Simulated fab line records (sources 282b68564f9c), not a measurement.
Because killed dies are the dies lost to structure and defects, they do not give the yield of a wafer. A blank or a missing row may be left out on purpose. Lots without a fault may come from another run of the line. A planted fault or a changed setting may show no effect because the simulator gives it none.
Which tool did it? || flow rit cmos || 14 lots with 42 wafers sampled at 2 steps, on a route of 202 steps

WHAT THE GAUGES READ, wafer by wafer
RIT_ACTIVE_CD_MEAS_11: the cd target is 1400 nm.
{"lot": "L672", "measured": "day 1 20:59", "on": "cd sem-01", "cd nm (nm)": "1397.8 1395.9 1397.8"}
{"lot": "L673", "measured": "day 2 02:01", "on": "cd sem-02", "cd nm (nm)": "1395.2 1394.9 1397.8"}
{"lot": "L674", "measured": "day 2 05:35", "on": "cd sem-01", "cd nm (nm)": "1391.9 1394.8 1394.4"}
{"lot": "L675", "measured": "day 2 10:30", "on": "cd sem-01", "cd nm (nm)": "1399.4 1396.8 1396.2"}
{"lot": "L676", "measured": "day 2 15:36", "on": "cd sem-01", "cd nm (nm)": "1404.8 1403.4 1404.4"}
{"lot": "L677", "measured": "day 2 21:39", "on": "cd sem-02", "cd nm (nm)": "1400.4 1400.6 1402.0"}
{"lot": "L678", "measured": "day 3 01:26", "on": "cd sem-02", "cd nm (nm)": "1399.9 1400.0 1399.7"}
{"lot": "L679", "measured": "day 3 08:52", "on": "cd sem-01", "cd nm (nm)": "1401.8 1401.1 1401.8"}
{"lot": "L680", "measured": "day 3 11:42", "on": "cd sem-02", "cd nm (nm)": "1404.1 1402.1 1401.7"}
{"lot": "L683", "measured": "day 4 04:36", "on": "cd sem-01", "cd nm (nm)": "1328.0 1327.4 1326.7"}
{"lot": "L685", "measured": "day 4 13:02", "on": "cd sem-01", "cd nm (nm)": "1328.0 1331.3 1329.0"}
{"lot": "L688", "measured": "day 5 04:37", "on": "cd sem-02", "cd nm (nm)": "1403.5 1405.1 1401.9"}
{"lot": "L691", "measured": "day 5 20:14", "on": "cd sem-02", "cd nm (nm)": "1397.4 1396.5 1396.0"}
{"lot": "L694", "measured": "day 6 09:26", "on": "cd sem-01", "cd nm (nm)": "1403.8 1404.2 1403.4"}

EACH LOT AND THE TOOL THAT RAN IT (in order: tool; ch and the chambers of the sampled wafers; start)
{"lot": "L672", "RIT_ACTIVE_COAT_06": "litho track-04 ch 0, day 1 20:17"}
{"lot": "L673", "RIT_ACTIVE_COAT_06": "litho track-01 ch 0, day 2 01:11"}
{"lot": "L674", "RIT_ACTIVE_COAT_06": "litho track-01 ch 0, day 2 04:46"}
{"lot": "L675", "RIT_ACTIVE_COAT_06": "litho track-03 ch 0, day 2 09:48"}
{"lot": "L676", "RIT_ACTIVE_COAT_06": "litho track-04 ch 0, day 2 14:47"}
{"lot": "L677", "RIT_ACTIVE_COAT_06": "litho track-04 ch 0, day 2 20:50"}
{"lot": "L678", "RIT_ACTIVE_COAT_06": "litho track-04 ch 0, day 3 00:44"}
{"lot": "L679", "RIT_ACTIVE_COAT_06": "litho track-01 ch 0, day 3 08:03"}
{"lot": "L680", "RIT_ACTIVE_COAT_06": "litho track-01 ch 0, day 3 10:52"}
{"lot": "L683", "RIT_ACTIVE_COAT_06": "litho track-04 ch 0, day 4 03:46"}
{"lot": "L685", "RIT_ACTIVE_COAT_06": "litho track-04 ch 0, day 4 12:12"}
{"lot": "L688", "RIT_ACTIVE_COAT_06": "litho track-03 ch 0, day 5 03:47"}
{"lot": "L691", "RIT_ACTIVE_COAT_06": "litho track-03 ch 0, day 5 19:20"}
{"lot": "L694", "RIT_ACTIVE_COAT_06": "litho track-03 ch 0, day 6 08:44"}
- RIT_ACTIVE_COAT_06: resist thk 1000 nm.

WHAT THE TOOLS THEMSELVES READ (means of the sampled wafers that have a number; where no wafer has one, the mark that the record gives instead)
RIT_ACTIVE_COAT_06.
{"lot": "L672", "tool": "litho track-04", "exhaust pa (Pa)": 44.5}
{"lot": "L673", "tool": "litho track-01", "exhaust pa (Pa)": 44.3}
{"lot": "L674", "tool": "litho track-01", "exhaust pa (Pa)": 45.3}
{"lot": "L675", "tool": "litho track-03", "exhaust pa (Pa)": 44.6}
{"lot": "L676", "tool": "litho track-04", "exhaust pa (Pa)": 45.1}
{"lot": "L677", "tool": "litho track-04", "exhaust pa (Pa)": 45.7}
{"lot": "L678", "tool": "litho track-04", "exhaust pa (Pa)": 44.4}
{"lot": "L679", "tool": "litho track-01", "exhaust pa (Pa)": 44.1}
{"lot": "L680", "tool": "litho track-01", "exhaust pa (Pa)": 44.0}
{"lot": "L683", "tool": "litho track-04", "exhaust pa (Pa)": 44.5}
{"lot": "L685", "tool": "litho track-04", "exhaust pa (Pa)": 45.2}
{"lot": "L688", "tool": "litho track-03", "exhaust pa (Pa)": 44.2}
{"lot": "L691", "tool": "litho track-03", "exhaust pa (Pa)": 45.3}
{"lot": "L694", "tool": "litho track-03", "exhaust pa (Pa)": 42.5}

THE ANSWER, worked out from the rows above alone
Rule: the usual values come from the lots themselves. Put in order of their means at a reading, lots are off if they are a third of the lots or fewer, leave a main group of 4 or more, and stand apart from it by a gap of 3 or more times the standard deviation of the main group's means; of several such gaps the widest counts. The tables above print the reading to a certain number of digits; a main group whose means all agree to those digits is not used. Also off: a lot with no number at a reading for which 4 or more lots have one. Any other lot the step has rows for is counted as sound. After the gauges, taken in route order, come the tools' own readings; for these a lot's mean is taken, as printed above. At the first step where some lot is off, the reading lying furthest off is the one used; lots without a number count as furthest.
Off, at RIT_ACTIVE_CD_MEAS_11 on cd nm: L683, L685. Mean 1399.8 nm and standard deviation 3.4 in the main group.
A tool fits if, at a process step before that reading, it ran every lot that is off, and no sound lot after the first of them. Gauges at RIT_ACTIVE_CD_MEAS_11: tried the same way as those tools. One fits: litho track-04 at RIT_ACTIVE_COAT_06. Its last sound lot is L678 (day 3 00:44), its first lot that is off L683 (day 4 03:46): a fault that began between those two fits.

WHAT WAS PUT IN BY THE SIMULATOR
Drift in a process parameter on litho track-04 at RIT_ACTIVE_COAT_06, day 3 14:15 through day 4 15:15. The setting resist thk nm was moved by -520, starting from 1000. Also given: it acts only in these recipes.
Shown lots that were struck: L683, L685. The rule given above showed the same thing.
